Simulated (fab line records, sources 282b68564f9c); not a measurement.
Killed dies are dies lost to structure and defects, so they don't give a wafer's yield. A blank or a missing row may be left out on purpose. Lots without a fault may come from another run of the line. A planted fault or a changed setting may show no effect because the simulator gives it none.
A struck lot beside a sound one | flow rit_cmos | 28 steps out of a route of 202
Sound: wafers L579.2, L579.3, L579.5. Struck: wafers L582.1, L582.2, L582.6. The cause comes at the end.
At each step with rows: each side's tool, then ch and its chambers, then its first start. Under that, the readings that differ: sound wafers | struck wafers | difference of the means | sigmas: that difference in standard deviations of wafers without a fault.
alike: readings whose means differ by less than 2 such deviations, and words and numbers that are the same on both sides. not compared: withheld readings, readings that some wafer has no value for, bounds like >300 that may hide the same value, and numbers for which the record gives no deviation and whose values overlap.
The two part at a step that has a row with sigmas, a row that says differs or no value, or rows on one side only. Numbers that don't overlap but have no deviation are shown without sigmas and don't part them. A reading that every wafer of one side lacks parts them only if that side has two wafers or more.

RIT_ACTIVE_BOW_MEAS_00:
  sound on film_metro-02, day 3 22:01; struck on film_metro-02, day 4 13:00
  alike: INCOMING_BOW
RIT_ACTIVE_OXIDATION_01: target thk 46.8 nm, ox time 3360 s.
  sound on furnace-04 ch 0, day 3 22:07; struck on furnace-04 ch 0, day 4 13:07
  reading                                       | sound          | struck            | difference | sigmas
  model.SiO2_of_ACTIVE_OXIDATION_01.thk_nm (nm) | 47 46.85 46.13 | 52.04 51.27 52.03 | +5.12      |
  alike: ox_temp_c_max, zone_power_centre_pct, zone_power_load_pct
RIT_ACTIVE_THK_MEAS_02:
  sound on film_metro-01, day 4 00:04; struck on film_metro-01, day 4 15:03
  reading               | sound          | struck         | difference | sigmas
  ACTIVE_OXIDE_THK (nm) | 47.0 46.9 46.1 | 52.0 51.3 52.0 | +5.1       | +6
then, 1 step without rows for these wafers: RIT_ACTIVE_CVD_03 (deposits Si3N4 from SiH2Cl2/NH3, target thk 150 nm, time 1500 s).
RIT_ACTIVE_THK_MEAS_04:
  sound on film_metro-01, day 4 01:32; struck on film_metro-02, day 4 16:32
  alike: ACTIVE_NITRIDE_THK
then, 6 steps without rows for these wafers: RIT_ACTIVE_HMDS_05 (prime time 60 s); RIT_ACTIVE_COAT_06 (resist thk 1000 nm); RIT_ACTIVE_SOFTBAKE_07 (time 60 s); RIT_ACTIVE_EXPOSE_08 (exposes mask M1, target cd 1400 nm); RIT_ACTIVE_PEB_09; RIT_ACTIVE_DEVELOP_10 (develop time 50 s).
RIT_ACTIVE_CD_MEAS_11: target cd 1400 nm.
  sound on cd_sem-01, day 4 02:46; struck on cd_sem-02, day 4 17:26
  alike: cd_nm
then, 1 step without rows for these wafers: RIT_ACTIVE_HARDBAKE_12 (time 60 s).
RIT_ACTIVE_ETCH_13: etches Si3N4 in SF6, stops on SiO2, time 210 s, target depth 210 nm.
  sound on rie_diel-04 ch 0,2, day 4 03:01; struck on rie_diel-04 ch 1,2, day 4 17:43
  alike: drypump_motor_current_A, oes_product_au, rf_fwd_power_W, throttle_valve_pct
  not compared: rf_hours_counter_h
RIT_ACTIVE_STRIP_14: strips in O2, time 180 s.
  sound on plasma_asher-04 ch 0,1, day 4 03:10; struck on plasma_asher-01 ch 0,1, day 4 17:50
  alike: drypump_motor_current_A
  not compared: rf_hours_counter_h
RIT_ACTIVE_CD_MEAS_90: target cd 1400 nm.
  sound on cd_sem-01, day 4 03:21; struck on cd_sem-01, day 4 18:01
  alike: cd_nm
then, 4 steps without rows for these wafers: RIT_ACTIVE_CLEAN_15 (cleans in SC1, time 600 s); RIT_ACTIVE_CLEAN_16 (cleans in dHF, time 30 s); RIT_ACTIVE_CLEAN_17 (cleans in SC2, time 600 s); RIT_FOX1_OXIDATION_00 (target thk 350.7 nm, ox time 1130 s).
RIT_FOX1_THK_MEAS_01:
  sound on film_metro-03, day 4 06:45; struck on film_metro-03, day 4 20:38
  alike: FOX1_OXIDE_THK
then, 2 steps without rows for these wafers: RIT_FOX1_WET_ETCH_02 (etches SiO2 in BOE, target depth 350 nm, time 390 s); RIT_FOX2_OXIDATION_00 (target thk 350.7 nm, ox time 1130 s).
RIT_FOX2_THK_MEAS_01:
  sound on film_metro-03, day 4 08:15; struck on film_metro-03, day 4 22:07
  alike: FOX2_OXIDE_THK
then, 1 step without rows for these wafers: RIT_FOX2_CLEAN_02 (cleans in dHF, time 180 s).
RIT_FOX2_WET_ETCH_03: etches Si3N4 in H3PO4, target depth 195 nm, time 2700 s.
  sound on wet_bench-01 ch 0, day 4 08:21; struck on wet_bench-01 ch 0, day 4 22:14
  reading                                       | sound            | struck            | difference | sigmas
  model.SiO2_of_ACTIVE_OXIDATION_01.thk_nm (nm) | 38.92 41.5 38.13 | 46.29 42.85 46.27 | +5.62      |
  alike: temp_c
RIT_FOX2_THK_MEAS_90:
  sound on film_metro-03, day 4 09:07; struck on film_metro-04, day 4 23:46
  alike: FIELD_OXIDE_LEFT_1_THK
RIT_M1_PROBE_99:
  sound on prober-01, day 6 01:52; struck on prober-02, day 6 15:19
  reading                             | sound             | struck            | difference | sigmas
  model.etest.nldd.width_nm (nm)      | 3206 3216 3191    | 3159 3154 3146    | -51        |
  model.etest.pldd.width_nm (nm)      | 3211 3192 3211    | 3144 3144 3140    | -62        |
  model.etest.nplus_sal.width_nm (nm) | 3492 3462 3479    | 3451 3435 3424    | -41        |
  model.etest.pplus_sal.width_nm (nm) | 3479 3472 3464    | 3425 3438 3414    | -46        |
  model.etest.nmos_narrow.drive_ua_um | 229.7 221.5 223.9 | 214.2 210.7 206.7 | -14.5      |
  model.etest.pmos_narrow.drive_ua_um | 101.6 98.31 101.8 | 97.22 95.33 93.09 | -5.36      |
  alike: killed_at_front_end, killed_dies, killed_on_rim, killed_open, killed_short

WHERE THEY PART
Only at RIT_ACTIVE_THK_MEAS_02, within this record. Later steps at which nothing parts them and some readings are alike: RIT_ACTIVE_THK_MEAS_04, RIT_ACTIVE_CD_MEAS_11, RIT_ACTIVE_ETCH_13, RIT_ACTIVE_STRIP_14, RIT_ACTIVE_CD_MEAS_90, RIT_FOX1_THK_MEAS_01, RIT_FOX2_THK_MEAS_01, RIT_FOX2_WET_ETCH_03, RIT_FOX2_THK_MEAS_90, RIT_M1_PROBE_99.

WHY: what the simulator had put in
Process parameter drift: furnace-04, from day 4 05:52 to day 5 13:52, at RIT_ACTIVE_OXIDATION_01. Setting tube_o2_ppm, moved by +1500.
